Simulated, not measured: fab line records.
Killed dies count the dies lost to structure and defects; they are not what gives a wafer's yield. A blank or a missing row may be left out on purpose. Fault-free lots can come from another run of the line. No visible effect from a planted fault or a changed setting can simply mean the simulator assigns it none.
Which tool was responsible? + flow ritCmos + 21 wafers from 7 lots sampled at 2 of the route's 202 steps

## WHAT THE GAUGES SHOWED, per wafer
RIT_GATE_THK_MEAS_07.
| lot  | measured    | on           | GATE_OXIDE_THK (nm) |
|------|-------------|--------------|---------------------|
| L522 | day 2 22:10 | filmMetro-03 | 2.95 3.00 2.98      |
| L525 | day 3 11:41 | filmMetro-04 | 2.76 2.77 2.77      |
| L534 | day 5 08:15 | filmMetro-02 | 2.99 2.98 2.99      |
| L536 | day 6 00:01 | filmMetro-02 | 3.12 3.04 3.10      |
| L538 | day 6 12:32 | filmMetro-02 | 3.04 3.11 3.21      |
| L541 | day 7 01:35 | filmMetro-03 | 3.06 2.97 2.90      |
| L543 | day 7 11:55 | filmMetro-02 | 3.04 2.99 2.98      |

## TOOL THAT RAN EACH LOT (tool first, then ch and the chambers of the sampled wafers, then the start)
| lot  | RIT_GATE_OXIDATION_05        |
|------|------------------------------|
| L522 | furnace-02 ch 0, day 2 20:01 |
| L525 | furnace-03 ch 0, day 3 10:20 |
| L534 | furnace-01 ch 0, day 5 06:55 |
| L536 | furnace-02 ch 0, day 5 20:21 |
| L538 | furnace-02 ch 0, day 6 09:16 |
| L541 | furnace-02 ch 0, day 6 21:34 |
| L543 | furnace-02 ch 0, day 7 10:29 |
- RIT_GATE_OXIDATION_05: target thk 3 nm, ox time 270 s.

## THE ANSWER, worked out from the rows above alone
Rule: usual is defined by the lots themselves. The widest of any qualifying gaps counts: lots, ordered by their means at a reading, are off when they make up no more than a third of the lots, leave a main group of 4 or more, and stand apart from it by 3 or more times the standard deviation of that group's means. If all means in a main group match to the digits the tables above print for the reading, that group is not used. Also off: a lot with no number at a reading for which 4 or more lots have one. The other lots that the step has rows for count as sound.
Off: L525, seen at RIT_GATE_THK_MEAS_07 (GATE_OXIDE_THK). The main group has a mean of 3.02 nm with a standard deviation of 0.057.
If a tool, at a process step before that reading, ran all the lots that are off and no sound lot after the first of them, it fits. Those tools and the gauges at RIT_GATE_THK_MEAS_07 are tried in the same way. This does not decide it: 2 tools fit, namely furnace-03 at RIT_GATE_OXIDATION_05 and filmMetro-04 at RIT_GATE_THK_MEAS_07.

## WHAT THE SIMULATOR HAD INSERTED
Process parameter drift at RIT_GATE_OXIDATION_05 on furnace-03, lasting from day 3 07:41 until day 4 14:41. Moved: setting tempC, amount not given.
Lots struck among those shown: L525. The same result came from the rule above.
